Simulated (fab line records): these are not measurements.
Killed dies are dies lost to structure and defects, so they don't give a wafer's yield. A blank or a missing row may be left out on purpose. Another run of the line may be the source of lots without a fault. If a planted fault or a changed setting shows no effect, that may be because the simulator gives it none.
Problem report, 8D (eight disciplines) form, completed by code | flow rit_cmos | the parts of the form that need people (team, actions taken, sign-off) are left out

1. WHAT IS WRONG
Wafers free of any fault read 2491 (standard deviation 13) for NLDD_TW at RIT_NLDD_TW_MEAS_10, against a mean of 2251 on 6 wafers of 2 lots. That is -18 standard deviations from the usual mean.
Earliest sighting: wafer L326.2 on film_metro-03 at day 4 14:50. Wafers with a number at this step in the record: 42, from 14 lots. Rule for "out" (also "out of limits"): further than 4 standard deviations from the usual mean. The rest of the wafers with a number are treated as sound.

2. WHAT IT IS, WHAT IT ISN'T
question                    | is                           | is not
which readings at this step | NLDD_TW                      | -
which lots                  | L326, L328                   | L318, L319, L322, L323, L330, L331, L332, L334, L336, L337, L340, L341
which wafers of those lots  | all that have a number       | -
read on which gauges        | film_metro-03, film_metro-04 | film_metro-02
when                        | from day 4 14:50             | up to then (12 sound wafers); but 24 sound wafers of L330, L331, L332, L334, L336, L337, L340, L341 came after

3. THE SUSPECTS, EACH WITH WHAT RULES IT OUT
Counting: any tool at a process step up to the reading is kept as a suspect provided that every lot that is out went through it and no sound lot did after the first of them.
- the gauge at RIT_NLDD_TW_MEAS_10 is ruled out. The wafers that are out were read on 2 gauges (film_metro-03, film_metro-04).
- implanter-01 at RIT_NLDD_IMPLANT_08: kept. It processed each lot that is out, first L326 at day 4 14:32, and no sound lot thereafter; up to then, the last sound lot it processed was L323 at day 3 21:20. On those wafers its own readings are out: beam_energy_keV.
The count leaves implanter-01 at RIT_NLDD_IMPLANT_08.

4. THE CAUSE (what the simulator had put in)
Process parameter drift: implanter-01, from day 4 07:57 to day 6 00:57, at RIT_NLDD_IMPLANT_08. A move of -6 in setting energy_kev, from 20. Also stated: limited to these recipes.
Counting left only this tool.

5. SEQUENCE OF EFFECTS, ordered by route
Each row: a reading whose mean over the struck wafers that have a number lies more than 3 standard deviations from the usual. Only readings whose record carries a usual standard deviation are examined. hours: median over the lots of the time between each lot's start at the first step of this table that gives one and its start at this step. sigmas: the change, counted in usual standard deviations.
hours | step                    | reading         | usual        | on struck wafers | change | sigmas
0     | RIT_NLDD_IMPLANT_08     | beam_energy_keV | 20.000       | 13.993           | -6.007 | -99 or more
0     | RIT_NLDD_TW_MEAS_10     | NLDD_TW         | 2491         | 2251             | -240   | -18
10    | RIT_SDANNEAL_RS_MEAS_07 | NLDD_RS         | 151.6 ohm/sq | 157.1            | +5.5   | +11
Here are the process steps it includes:
- RIT_NLDD_IMPLANT_08

6. WHAT WOULD HAVE CAUGHT IT SOONER
The first out-of-limits reading at a measuring or inspecting step in this record came at day 4 14:50, 7 hours after the fault's start at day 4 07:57.
The tool's own readings at RIT_NLDD_IMPLANT_08 were out on every struck wafer that the step has a row for (beam_energy_keV): an alarm limit on them would have fired on the first of those.
Among the 2 lots that are out, L328 began RIT_NLDD_IMPLANT_08 on implanter-01 after day 4 14:50. Had the tool been put on hold then, it would have been spared.
